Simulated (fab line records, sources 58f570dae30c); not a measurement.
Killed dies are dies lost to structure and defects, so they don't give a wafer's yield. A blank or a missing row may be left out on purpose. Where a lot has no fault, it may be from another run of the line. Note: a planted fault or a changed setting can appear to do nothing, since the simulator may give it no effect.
Check of tool commonality + flow berkeley-cmos170 + Sampled: 13 lots, 39 wafers

REASON FOR OPENING
UCB170_NSD_TW_MEAS_10, reading NSD_TW: flagged on 1 of 13 lots. Wafers without a fault read 4176, standard deviation 29.
Rule: a lot is flagged when every wafer of it that has a number lies more than 4 standard deviations from that mean, or none has a number. As for the other lots, they are considered sound.

| lot  | measured     | on            | NSD_TW, wafer by wafer | flag    |
|------|--------------|---------------|------------------------|---------|
| L721 | day 7 18:05  | film-metro-01 | 4105 4107 4114         |         |
| L723 | day 8 05:34  | film-metro-03 | 4170 4175 4200         |         |
| L722 | day 8 05:52  | film-metro-03 | 4177 4202 4201         |         |
| L724 | day 8 17:53  | film-metro-02 | 4170 4150 4172         |         |
| L726 | day 8 18:18  | film-metro-03 | 4187 4211 4198         |         |
| L725 | day 8 18:52  | film-metro-02 | 4149 4153 4172         |         |
| L727 | day 9 07:47  | film-metro-02 | 4195 4177 4179         |         |
| L728 | day 9 08:37  | film-metro-03 | 4162 4184 4155         |         |
| L731 | day 9 18:44  | film-metro-02 | 4197 4201 4186         |         |
| L729 | day 9 19:02  | film-metro-02 | 4207 4188 4201         |         |
| L733 | day 10 11:25 | film-metro-03 | 4181 4192 4181         |         |
| L737 | day 11 02:22 | film-metro-01 | 30 30 30               | FLAGGED |
| L742 | day 12 07:24 | film-metro-02 | 4213 4195 4178         |         |
The numbers of the flagged lots are 30 on average: -4146 against the usual, or -99 or more standard deviations.

WHICH TOOL EACH LOT WENT THROUGH
2 process steps preceding the reading are held in the record, out of 331 steps in the route. In each cell: the tool, then ch and the chambers that the sampled wafers went through, then the start.
| lot  | flag    | UCB170_PSD_STRIP_09                  | UCB170_NSD_STRIP_09                  |
|------|---------|--------------------------------------|--------------------------------------|
| L721 |         | plasma-asher-01 ch 0,1, day 7 15:55  | plasma-asher-02 ch 0,1, day 7 17:59  |
| L723 |         | plasma-asher-04 ch 0,1, day 8 03:12  | plasma-asher-02 ch 0,1, day 8 05:28  |
| L722 |         | plasma-asher-04 ch 0, day 8 03:34    | plasma-asher-03 ch 0,1, day 8 05:46  |
| L724 |         | plasma-asher-03 ch 0,1, day 8 15:47  | plasma-asher-02 ch 0,1, day 8 17:47  |
| L726 |         | plasma-asher-01 ch 0,1, day 8 16:12  | plasma-asher-03 ch 0,1, day 8 18:13  |
| L725 |         | plasma-asher-04 ch 0,1, day 8 16:20  | plasma-asher-01 ch 0,1, day 8 18:46  |
| L727 |         | plasma-asher-04 ch 0,1, day 9 05:52  | plasma-asher-02 ch 0,1, day 9 07:41  |
| L728 |         | plasma-asher-01 ch 0,1, day 9 05:52  | plasma-asher-01 ch 0,1, day 9 08:31  |
| L731 |         | plasma-asher-04 ch 0,1, day 9 16:32  | plasma-asher-03 ch 0,1, day 9 18:38  |
| L729 |         | plasma-asher-03 ch 0,1, day 9 16:34  | plasma-asher-03 ch 0,1, day 9 18:56  |
| L733 |         | plasma-asher-01 ch 0,1, day 10 08:11 | plasma-asher-01 ch 0,1, day 10 11:20 |
| L737 | FLAGGED | plasma-asher-04 ch 0,1, day 11 00:06 | plasma-asher-02 ch 0,1, day 11 02:16 |
| L742 |         | plasma-asher-01 ch 0, day 12 04:49   | plasma-asher-01 ch 0,1, day 12 07:17 |
What is done by these steps:
- UCB170_PSD_STRIP_09: strips in O2.
- UCB170_NSD_STRIP_09: strips in O2.
- UCB170_NSD_TW_MEAS_10

FLAGGED OVER TOTAL, TOOL BY TOOL (the gauges that took the reading come last)
| step                  | tool            | lots run | flagged | share of the flagged lots | sound lots run after its first flagged lot |
|-----------------------|-----------------|----------|---------|---------------------------|--------------------------------------------|
| UCB170_PSD_STRIP_09   | plasma-asher-01 | 5        | 0       | none                      | -                                          |
| UCB170_PSD_STRIP_09   | plasma-asher-03 | 2        | 0       | none                      | -                                          |
| UCB170_PSD_STRIP_09   | plasma-asher-04 | 6        | 1       | all                       | 0                                          |
| UCB170_NSD_STRIP_09   | plasma-asher-01 | 4        | 0       | none                      | -                                          |
| UCB170_NSD_STRIP_09   | plasma-asher-02 | 5        | 1       | all                       | 0                                          |
| UCB170_NSD_STRIP_09   | plasma-asher-03 | 4        | 0       | none                      | -                                          |
| UCB170_NSD_TW_MEAS_10 | film-metro-01   | 2        | 1       | all                       | 0                                          |
| UCB170_NSD_TW_MEAS_10 | film-metro-02   | 6        | 0       | none                      | -                                          |
| UCB170_NSD_TW_MEAS_10 | film-metro-03   | 5        | 0       | none                      | -                                          |

WHAT THE TABLE PERMITS
All flagged lots were run by 3 table rows, namely plasma-asher-04 at UCB170_PSD_STRIP_09, plasma-asher-02 at UCB170_NSD_STRIP_09, film-metro-01 at UCB170_NSD_TW_MEAS_10.
- plasma-asher-04 at UCB170_PSD_STRIP_09 ran 6 lots, 1 of them flagged. A fault beginning between L731 (day 9 16:32), its last sound lot, and L737 (day 11 00:06), its first flagged one, fits the data. Its own readings lie more than 4 standard deviations out on every wafer of the flagged lots: oes-product-au.
- plasma-asher-02 at UCB170_NSD_STRIP_09 ran 5 lots, 1 of them flagged. A fault beginning between L727 (day 9 07:41), its last sound lot, and L737 (day 11 02:16), its first flagged one, fits the data. Its own readings lie more than 4 standard deviations out on every wafer of the flagged lots: oes-product-au, strip-time-to-endpoint-s.
- film-metro-01 at UCB170_NSD_TW_MEAS_10 ran 2 lots, 1 of them flagged. A fault beginning between L721 (day 7 18:05), its last sound lot, and L737 (day 11 02:22), its first flagged one, fits the data.
A lot count leaves these 3 tools indistinguishable: every one of them fits a fault beginning at some hour. More lots, or a look at what each step does to the wafer, might.

WHAT HAD BEEN PUT IN BY THE SIMULATOR
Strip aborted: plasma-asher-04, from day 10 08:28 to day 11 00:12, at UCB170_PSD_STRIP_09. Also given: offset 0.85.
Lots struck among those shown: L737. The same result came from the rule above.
